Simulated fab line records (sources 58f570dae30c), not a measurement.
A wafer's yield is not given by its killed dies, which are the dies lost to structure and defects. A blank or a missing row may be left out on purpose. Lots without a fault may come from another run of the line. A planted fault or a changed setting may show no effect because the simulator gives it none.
Split-lot trial + flow berkeley_cmos170 + 23 wafers read from 5 lots, route of 331 steps

SPLIT DETAILS
At UCB170_M3_EXPOSE_12 (exposes mask METAL3, target cd 700 nm), the setting dose_mj was moved away from the recipe's 26 on 8 of the 23 wafers read, by -4.1% to +3.6%. This setting was run at the recipe's value on the other wafers.

FROM THE SPLIT TO THE READING: what the file shows between them, 2 steps
- UCB170_M3_PEB_13
- UCB170_M3_DEVELOP_14: develop time 45 s

THE READING
cd_nm, in nm, at UCB170_M3_CD_MEAS_15 (target cd 700 nm). A value of 700.0 nm with a standard deviation of 1.3 nm is what fault-free wafers of this fab line usually give.

| wafer  | tool, chamber at the split | dose_mj as run | against the recipe | cd_nm, nm | against lot-mates on the recipe |
|--------|----------------------------|----------------|--------------------|-----------|---------------------------------|
| L074.1 | krf_scanner-01, 0          | 26             | recipe             | 700.7     | -                               |
| L074.2 | krf_scanner-01, 0          | 24.94          | -4.1%              | 707.3     | +6.5                            |
| L074.4 | krf_scanner-01, 0          | 26             | recipe             | 700.9     | -                               |
| L074.5 | krf_scanner-01, 0          | 24.94          | -4.1%              | 706.9     | +6.1                            |
| L074.6 | krf_scanner-01, 0          | 24.94          | -4.1%              | 708.0     | +7.2                            |
| L077.1 | krf_scanner-01, 0          | 26             | recipe             | 698.3     | -                               |
| L077.2 | krf_scanner-01, 0          | 26             | recipe             | 697.1     | -                               |
| L077.3 | krf_scanner-01, 0          | 26.94          | +3.6%              | 691.4     | -6.8                            |
| L077.5 | krf_scanner-01, 0          | 26.94          | +3.6%              | 693.4     | -4.8                            |
| L077.6 | krf_scanner-01, 0          | 26             | recipe             | 699.1     | -                               |
| L079.3 | krf_scanner-02, 0          | 26             | recipe             | 698.1     | -                               |
| L079.4 | krf_scanner-02, 0          | 26             | recipe             | 698.4     | -                               |
| L079.5 | krf_scanner-02, 0          | 26             | recipe             | 698.1     | -                               |
| L081.1 | krf_scanner-02, 0          | 26             | recipe             | 701.3     | -                               |
| L081.2 | krf_scanner-02, 0          | 26             | recipe             | 700.0     | -                               |
| L081.3 | krf_scanner-02, 0          | 26             | recipe             | 701.3     | -                               |
| L081.4 | krf_scanner-02, 0          | 26             | recipe             | 699.9     | -                               |
| L081.6 | krf_scanner-02, 0          | 26             | recipe             | 698.4     | -                               |
| L080.1 | krf_scanner-02, 0          | 26.79          | +3.0%              | 694.5     | -6.2                            |
| L080.3 | krf_scanner-02, 0          | 26.79          | +3.0%              | 695.0     | -5.8                            |
| L080.4 | krf_scanner-02, 0          | 26             | recipe             | 700.5     | -                               |
| L080.5 | krf_scanner-02, 0          | 26.79          | +3.0%              | 694.8     | -6.0                            |
| L080.6 | krf_scanner-02, 0          | 26             | recipe             | 701.0     | -                               |

THE FIT
A straight line over all 23 wafers: cd_nm changes by -1.85 nm for each +1% of dose_mj; r = -0.96; the points scatter about the line by 1.2 nm.
The same after taking each lot's own level away (the mean of its wafers on the recipe; 23 wafers): -1.7 nm for each +1%; r = -0.98; scatter 0.79 nm.
Per that fit: largest dose_mj move, reading shift of 6.9 nm.
Across the lots, their own levels run from 698.17 to 700.80 nm, a range of 2.0 times the standard deviation given above.
The two slopes are in agreement: the lot-to-lot level therefore moves the slope only a little.
Check: +6.91 nm against its lot-mates is what the line predicts for one of the wafers moved furthest among these (-4.1%) when that wafer is left out of the fit. It came out at +6.5 nm against them.

OTHER SPLITS APPLIED TO THESE WAFERS
Note: prior to the reading, these wafers also went through further splits. Each is held against what the fit with the lots' levels taken away leaves over:
| other split on the same wafers      | wafers away from the commonest value | r with cd_nm (lot level and that fit taken away) |
|-------------------------------------|--------------------------------------|--------------------------------------------------|
| UCB170_SDANNEAL_RTA_01 time_s       | 4                                    | +0.09                                            |
| UCB170_SILICIDE_SPUTTER_01 time_s   | 5                                    | +0.18                                            |
| UCB170_M2_STRIP_07 o2_flow_sccm     | 8                                    | +0.15                                            |
| UCB170_V2_CMP_02 leave_above_ref_nm | 10                                   | -0.18                                            |
| UCB170_V2_STRIP_15 o2_flow_sccm     | 9                                    | +0.15                                            |

THE WHOLE CHAIN: every reading that the file lists as answering this split, in the file's order
| step                 | what it does         | reading                                                   | change (the file's fit)              | r (the file's) |
|----------------------|----------------------|-----------------------------------------------------------|--------------------------------------|----------------|
| UCB170_M3_CD_MEAS_15 | target cd 700 nm     | cd_nm                                                     | -1.7 nm for each +1% of the setting  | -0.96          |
| UCB170_M3_ETCH_17    | etches BARC in N2/H2 | M3.cd_nm (the simulator's own value, which no gauge read) | -1.72 nm for each +1% of the setting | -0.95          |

THE FILE'S OWN FIT
cd_nm changes by -1.7 nm for each +1% of dose_mj, r = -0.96.
